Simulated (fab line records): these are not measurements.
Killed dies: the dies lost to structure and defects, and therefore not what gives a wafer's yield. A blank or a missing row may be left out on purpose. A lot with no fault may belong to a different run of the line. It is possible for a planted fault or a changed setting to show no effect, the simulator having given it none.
Chamber matching ; flow berkeleyCmos170 ; UCB170_V1_CVD_00 on pecvd-01 has 3 sister chambers
The step deposits SiO2 from TEOS/O2, target thk 2000 nm, time 250 s. 14 wafers are shown with their chamber, then 7 later ones without.

EACH WAFER AND ITS CHAMBER
wafer;chamber;heaterPowerW (W)
L916.1;1;231
L916.5;2;253
L916.6;1;285
L920.1;0;295
L920.3;2;240
L920.6;1;282
L925.1;1;272
L925.2;2;251
L925.5;2;169
L928.2;0;317
L928.3;2;253
L928.6;2;173
L932.4;0;323
L932.5;1;194

SIGNATURES, as means of the wafers listed above
reading;chamber 0;chamber 1;chamber 2;scatter within a chamber
heaterPowerW;311.67;252.80;223.17;36.8
Rule: for a wafer and a chamber, the distance is found by dividing, reading by reading, the gap between the wafer's reading and the chamber's mean by the reading's scatter, squaring, summing and taking the root. The wafer belongs to the nearest chamber; if the next one is less than 2 further off, it can't be placed. The scatter is the square root of a quotient: the sum, over the shown wafers, of each reading's squared deviation from its chamber's mean, divided by wafers minus chambers.

WAFERS MISSING THEIR CHAMBER
wafer;heaterPowerW (W)
L932.6;177
L937.4;174
L937.5;196
L937.6;226
L938.1;195
L938.4;199
L938.5;256

THE CHAMBER EACH PASSED THROUGH
wafer;from the rows above;in truth
L932.6;can't be placed: 2 or 1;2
L937.4;can't be placed: 2 or 1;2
L937.5;can't be placed: 2 or 1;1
L937.6;can't be placed: 2 or 1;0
L938.1;can't be placed: 2 or 1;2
L938.4;can't be placed: 2 or 1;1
L938.5;can't be placed: 1 or 2 or 0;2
Correct placement for 0 of the 7. Cannot be placed on the basis of these rows: 7; the candidates contain the true chamber in 6. 0 placed wrongly.
